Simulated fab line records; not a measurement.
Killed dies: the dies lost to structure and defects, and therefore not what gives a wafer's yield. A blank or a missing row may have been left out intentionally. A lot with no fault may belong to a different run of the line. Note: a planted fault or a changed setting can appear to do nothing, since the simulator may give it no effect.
Split-lot study + flow berkeley_cmos170 + on a route of 331 steps: 5 lots, 23 wafers read

## THE SPLIT
At UCB170_NWELL_CVD_04 (deposits Si3N4 from SiH2Cl2/NH3, target thk 224 nm, time 3360 s), the setting sih2cl2_flow_sccm was moved away from the recipe's 25 sccm on 10 of the 23 wafers read, by -14.0% to +14.4%. This setting was run at the recipe's value on the other wafers.

The split's own step is where the reading is taken.

## THE READING
Si3N4_of_NWELL_CVD_04.thk_nm (the simulator's own value, which no gauge read), in nm, at UCB170_NWELL_CVD_04 (deposits Si3N4 from SiH2Cl2/NH3, target thk 224 nm, time 3360 s). The file gives no usual value for it. Average 224.0 nm, standard deviation 2.5 nm, over the 13 wafers here run with the recipe.

| wafer  | tool, chamber at the split | sih2cl2_flow_sccm as run, sccm | against the recipe | Si3N4_of_NWELL_CVD_04.thk_nm, nm | against lot-mates on the recipe |
|--------|----------------------------|--------------------------------|--------------------|----------------------------------|---------------------------------|
| L074.1 | -, -                       | 25                             | recipe             | 226.7                            | -                               |
| L074.4 | -, -                       | 25                             | recipe             | 226.7                            | -                               |
| L074.3 | -, -                       | 25                             | recipe             | 226.6                            | -                               |
| L074.5 | -, -                       | 25                             | recipe             | 225.8                            | -                               |
| L074.6 | -, -                       | 25                             | recipe             | 228.7                            | -                               |
| L077.3 | lpcvd-02, 1                | 25                             | recipe             | 221.6                            | -                               |
| L077.5 | lpcvd-02, 1                | 25                             | recipe             | 221.5                            | -                               |
| L077.6 | lpcvd-02, 1                | 25                             | recipe             | 221                              | -                               |
| L079.1 | -, -                       | 21.5                           | -14.0%             | 214.1                            | no lot-mate on the recipe       |
| L079.2 | -, -                       | 21.5                           | -14.0%             | 214.9                            | no lot-mate on the recipe       |
| L079.4 | -, -                       | 21.5                           | -14.0%             | 212.8                            | no lot-mate on the recipe       |
| L079.5 | -, -                       | 21.5                           | -14.0%             | 214.2                            | no lot-mate on the recipe       |
| L079.6 | -, -                       | 21.5                           | -14.0%             | 214                              | no lot-mate on the recipe       |
| L082.2 | -, -                       | 28.6                           | +14.4%             | 231                              | no lot-mate on the recipe       |
| L082.3 | -, -                       | 28.6                           | +14.4%             | 229.6                            | no lot-mate on the recipe       |
| L082.4 | -, -                       | 28.6                           | +14.4%             | 229                              | no lot-mate on the recipe       |
| L082.5 | -, -                       | 28.6                           | +14.4%             | 230.9                            | no lot-mate on the recipe       |
| L082.6 | -, -                       | 28.6                           | +14.4%             | 229.7                            | no lot-mate on the recipe       |
| L083.1 | -, -                       | 25                             | recipe             | 223.2                            | -                               |
| L083.2 | -, -                       | 25                             | recipe             | 221                              | -                               |
| L083.3 | -, -                       | 25                             | recipe             | 223.3                            | -                               |
| L083.4 | -, -                       | 25                             | recipe             | 222                              | -                               |
| L083.5 | -, -                       | 25                             | recipe             | 223.6                            | -                               |

FIT RESULTS
A straight line over all 23 wafers: Si3N4_of_NWELL_CVD_04.thk_nm changes by +0.564 nm for each +1% of sih2cl2_flow_sccm; r = +0.92; the points scatter about the line by 2.3 nm.
Too few moved wafers have a lot-mate on the recipe to fit a line with each lot's own level taken away.

## THE FILE'S OWN FIT
Si3N4_of_NWELL_CVD_04.thk_nm changes by +0.563 nm for each +1% of sih2cl2_flow_sccm, r = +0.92.
